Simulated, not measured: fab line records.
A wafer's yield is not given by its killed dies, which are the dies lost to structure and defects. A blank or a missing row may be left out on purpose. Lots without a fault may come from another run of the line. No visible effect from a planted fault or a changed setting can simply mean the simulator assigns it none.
Matching of chambers :: flow berkeley cmos170 :: UCB170_GATE_ETCH_15 on rie si-02 has 4 sister chambers
The step etches poly-Si in HBr/Cl2, stops on SiO2, time 56.3 s, target depth 278.2 nm. 4 wafers are shown with their chamber, then 7 later ones without.

WAFERS, EACH WITH ITS CHAMBER
wafer: L735.2
chamber: 2
throttle valve pct (%): 25.95

wafer: L742.5
chamber: 3
throttle valve pct (%): 26.83

wafer: L739.1
chamber: 0
throttle valve pct (%): 26.57

wafer: L739.2
chamber: 1
throttle valve pct (%): 26.53

WAFERS WHOSE CHAMBER IS MISSING
wafer: L739.6
throttle valve pct (%): 26.55

wafer: L745.1
throttle valve pct (%): 25.93

wafer: L745.2
throttle valve pct (%): 26.57

wafer: L745.4
throttle valve pct (%): 26.54

wafer: L754.1
throttle valve pct (%): 26.56

wafer: L754.2
throttle valve pct (%): 26.52

wafer: L754.4
throttle valve pct (%): 26.82

EACH ONE'S CHAMBER
wafer: L739.6
from the rows above: can't be placed: 0 or 1
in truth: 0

wafer: L745.1
from the rows above: 2
in truth: 2

wafer: L745.2
from the rows above: 0
in truth: 0

wafer: L745.4
from the rows above: can't be placed: 1 or 0
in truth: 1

wafer: L754.1
from the rows above: can't be placed: 0 or 1
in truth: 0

wafer: L754.2
from the rows above: 1
in truth: 1

wafer: L754.4
from the rows above: 3
in truth: 3
Correctly placed: 4 of 7. Not placeable from these rows: 3 (in 3, the candidates include the true chamber). Placed wrongly: 0.
How it was worked out, from the rows above alone: a wafer's distance from a chamber is the root of the sum, over the readings, of the square of ((its reading less the chamber's mean) divided by the reading's scatter). The wafer belongs to the nearest chamber; if the next one is less than 2 further off, it can't be placed. Each chamber's mean is taken over the wafers shown for it. The scatter: with one shown wafer a chamber, the root of the mean of the squares of how far each hidden wafer lies from its nearest shown one.
